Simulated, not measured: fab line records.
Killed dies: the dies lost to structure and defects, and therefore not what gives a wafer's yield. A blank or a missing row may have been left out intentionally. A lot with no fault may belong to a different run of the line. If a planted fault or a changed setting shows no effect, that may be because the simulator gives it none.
Shared-tool check -- flow rit cmos -- Lots sampled 14, wafers sampled 42

REASON FOR OPENING
At RIT_PRETRO_TW_MEAS_10 the reading PRETRO_TW is flagged on 2 of 14 lots. Wafers without a fault read 475, standard deviation 4.
Rule: a lot is flagged when every wafer of it that has a number lies more than 4 standard deviations from that mean, or none has a number. The rest of the lots are taken to be sound.

lot,measured,on,"PRETRO_TW, wafer by wafer",flag
L554,day 2 08:48,film metro-01,485 480 483,
L556,day 2 20:36,film metro-03,473 475 475,
L557,day 3 03:13,film metro-04,475 476 474,
L558,day 3 09:43,film metro-03,472 470 472,
L559,day 3 15:29,film metro-03,471 471 471,
L561,day 3 22:48,film metro-03,472 475 471,
L562,day 4 04:07,film metro-03,474 473 474,
L565,day 4 17:21,film metro-03,475 475 471,
L566,day 4 21:10,film metro-04,471 472 472,
L567,day 5 02:26,film metro-03,473 471 472,
L570,day 5 17:25,film metro-01,482 482 485,
L571,day 5 22:14,film metro-04,474 478 474,
L575,day 6 19:20,film metro-01,531 527 529,FLAGGED
L577,day 7 05:21,film metro-03,523 522 521,FLAGGED
Average over the flagged lots: 526; offset from the usual +50, equal to +13 standard deviations.

TOOL THAT RAN EACH LOT
The record holds 2 process steps before the reading, out of a route of 202 steps. Cell contents, in order: the tool; ch with the chambers the sampled wafers went through; the start.
lot,flag,RIT_ACTIVE_STRIP_14,RIT_PRETRO_IMPLANT_08
L554,,"plasma asher-01 ch 0,1, day 1 15:48","implanter-04 ch 0, day 2 08:28"
L556,,"plasma asher-03 ch 0,1, day 2 01:40","implanter-04 ch 0, day 2 20:17"
L557,,"plasma asher-01 ch 0,1, day 2 07:44","implanter-02 ch 0, day 3 02:53"
L558,,"plasma asher-03 ch 0,1, day 2 11:08","implanter-02 ch 0, day 3 09:24"
L559,,"plasma asher-02 ch 0,1, day 2 19:40","implanter-04 ch 0, day 3 15:10"
L561,,"plasma asher-02 ch 0,1, day 3 02:09","implanter-04 ch 0, day 3 22:29"
L562,,"plasma asher-01 ch 0,1, day 3 06:50","implanter-01 ch 0, day 4 03:47"
L565,,"plasma asher-01 ch 0,1, day 3 23:31","implanter-01 ch 0, day 4 17:02"
L566,,"plasma asher-02 ch 0,1, day 4 03:19","implanter-01 ch 0, day 4 20:50"
L567,,"plasma asher-03 ch 0,1, day 4 09:10","implanter-04 ch 0, day 5 02:08"
L570,,"plasma asher-03 ch 0,1, day 5 00:22","implanter-01 ch 0, day 5 17:05"
L571,,"plasma asher-03 ch 0,1, day 5 04:50","implanter-02 ch 0, day 5 21:56"
L575,FLAGGED,"plasma asher-02 ch 0,1, day 6 00:07","implanter-04 ch 0, day 6 19:01"
L577,FLAGGED,"plasma asher-03 ch 0,1, day 6 10:53","implanter-04 ch 0, day 7 05:02"
What is done by these steps:
- RIT_ACTIVE_STRIP_14: strips in O2, time 180 s.
- RIT_PRETRO_IMPLANT_08
- RIT_PRETRO_TW_MEAS_10

FLAGGED AGAINST TOTAL, ONE TOOL AT A TIME (gauges that did the reading follow at the end)
step,tool,lots run,flagged,share of the flagged lots,sound lots run after its first flagged lot
RIT_ACTIVE_STRIP_14,plasma asher-01,4,0,none,-
RIT_ACTIVE_STRIP_14,plasma asher-02,4,1,some,0
RIT_ACTIVE_STRIP_14,plasma asher-03,6,1,some,0
RIT_PRETRO_IMPLANT_08,implanter-01,4,0,none,-
RIT_PRETRO_IMPLANT_08,implanter-02,3,0,none,-
RIT_PRETRO_IMPLANT_08,implanter-04,7,2,all,0
RIT_PRETRO_TW_MEAS_10,film metro-01,3,1,some,0
RIT_PRETRO_TW_MEAS_10,film metro-03,8,1,some,0
RIT_PRETRO_TW_MEAS_10,film metro-04,3,0,none,-

WHAT THE TABLE ALLOWS
In the table, 1 row covers all flagged lots: implanter-04 at RIT_PRETRO_IMPLANT_08.
- implanter-04 at RIT_PRETRO_IMPLANT_08: 2 of its 7 lots flagged. It ran its last sound lot, L567, at day 5 02:08 and its first flagged lot, L575, at day 6 19:01: a fault with its onset between the two fits. Its own readings lie more than 4 standard deviations out on every wafer of the flagged lots: dose ions cm2, faraday current uA.
Just one tool remains: implanter-04 at RIT_PRETRO_IMPLANT_08.

WHAT THE SIMULATOR HAD PUT IN
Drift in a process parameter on implanter-04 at RIT_PRETRO_IMPLANT_08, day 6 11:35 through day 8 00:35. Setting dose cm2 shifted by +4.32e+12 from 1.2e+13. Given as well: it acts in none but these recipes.
Lots struck among those shown: L575, L577. The rule given above showed the same thing.
